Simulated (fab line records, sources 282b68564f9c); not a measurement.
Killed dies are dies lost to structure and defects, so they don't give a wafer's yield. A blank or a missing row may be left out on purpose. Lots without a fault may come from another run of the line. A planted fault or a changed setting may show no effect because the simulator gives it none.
A struck lot beside a sound one | flow rit_cmos | 17 steps out of a route of 202
Sound: wafers L199.2, L199.3, L199.5. Struck: wafers L210.2, L210.3, L210.6. The cause comes at the end.
At each step with rows: each side's tool, then ch and its chambers, then its first start. Under that, the readings that differ: sound wafers | struck wafers | difference of the means | sigmas: that difference in standard deviations of wafers without a fault.
alike: readings whose means differ by less than 2 such deviations, and words and numbers that are the same on both sides. not compared: withheld readings, readings that some wafer has no value for, bounds like >300 that may hide the same value, and numbers for which the record gives no deviation and whose values overlap.
The two part at a step that has a row with sigmas, a row that says differs or no value, or rows on one side only. Numbers that don't overlap but have no deviation are shown without sigmas and don't part them. A reading that every wafer of one side lacks parts them only if that side has two wafers or more.

first, 1 step without rows for these wafers: RIT_PRETRO_DEVELOP_05 (develop time 68 s).
RIT_PRETRO_OVL_MEAS_06:
  sound on overlay-02, day 2 09:29; struck on overlay-01, day 4 16:17
  alike: PRETRO_OVL
then, 2 steps without rows for these wafers: RIT_PRETRO_HARDBAKE_07 (time 120 s); RIT_PRETRO_IMPLANT_08.
RIT_PRETRO_STRIP_09: strips in O2, time 180 s.
  sound on plasma_asher-02 ch 0,1, day 2 09:55; struck on plasma_asher-02 ch 0,1, day 4 16:43
  alike: drypump_motor_current_A
  not compared: rf_hours_counter_h
RIT_PRETRO_TW_MEAS_10:
  sound on film_metro-04, day 2 10:06; struck on film_metro-04, day 4 16:54
  alike: PRETRO_TW
then, 5 steps without rows for these wafers: RIT_GATE_WET_ETCH_00 (etches SiO2 in BOE, target depth 56 nm, time 60 s); RIT_GATE_CLEAN_01 (cleans in SC1, time 600 s); RIT_GATE_CLEAN_02 (cleans in dHF, time 30 s); RIT_GATE_CLEAN_03 (cleans in SC2, time 600 s); RIT_GATE_CLEAN_04 (cleans in dHF, time 60 s).
RIT_FOX2_THK_MEAS_91:
  sound on film_metro-02, day 2 10:36; struck on film_metro-02, day 4 17:24
  alike: FIELD_OXIDE_LEFT_2_THK
RIT_GATE_OXIDATION_05: target thk 3 nm, ox time 270 s.
  sound on furnace-04 ch 0, day 2 10:44; struck on furnace-04 ch 0, day 4 17:50
  reading                                     | sound             | struck            | difference | sigmas
  spike_tc_centre_C (C)                       | 904.4 902.2 901.7 | 885.4 890.4 886.1 | -15.5      | -14
  spike_tc_load_C (C)                         | 926.1 925.9 927.2 | 911.4 911.5 910.6 | -15.2      | -10
  spike_tc_source_C (C)                       | 929.6 928.8 927.9 | 913.1 912.3 911.2 | -16.6      | -7
  model.SiO2_of_GATE_OXIDATION_05.thk_nm (nm) | 3.092 3.065 3.025 | 2.389 2.432 2.517 | -0.615     |
  alike: tube_center_temp_C_max, zone_power_load_pct
then, 1 step without rows for these wafers: RIT_GATE_ANNEAL_06 (time 600 s).
RIT_GATE_THK_MEAS_07:
  sound on film_metro-02, day 2 13:13; struck on film_metro-03, day 4 19:10
  reading             | sound          | struck         | difference | sigmas
  GATE_OXIDE_THK (nm) | 3.10 3.08 3.02 | 2.37 2.44 2.51 | -0.63      | -10
then, 1 step without rows for these wafers: RIT_GATE_CVD_08 (deposits poly-Si from SiH4, target thk 250 nm, time 2220 s).
RIT_M1_PROBE_99:
  sound on prober-02, day 3 12:49; struck on prober-02, day 5 21:34
  alike: killed_at_contacts, killed_at_front_end, killed_dies, killed_on_rim, killed_open, killed_short
  not compared: model.etest.pmos_0p3.r_on_ohm_um, model.etest.pmos_turned.r_on_ohm_um, model.etest.pmos_0p15.r_on_ohm_um, model.etest.nmos_0p3.r_on_ohm_um, model.etest.nmos_0p15.drive_ua_um, model.etest.nmos_0p15.r_on_ohm_um, model.etest.nmos_narrow.drive_ua_um, model.etest.nmos_0p3.drive_ua_um

WHERE THEY PART
First at RIT_GATE_OXIDATION_05; last, within this record, at RIT_GATE_THK_MEAS_07. Later steps at which nothing parts them and some readings are alike: RIT_M1_PROBE_99.

WHY: what the simulator had put in
Process parameter drift: furnace-04, from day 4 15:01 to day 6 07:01, at RIT_GATE_OXIDATION_05. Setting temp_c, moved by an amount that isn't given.
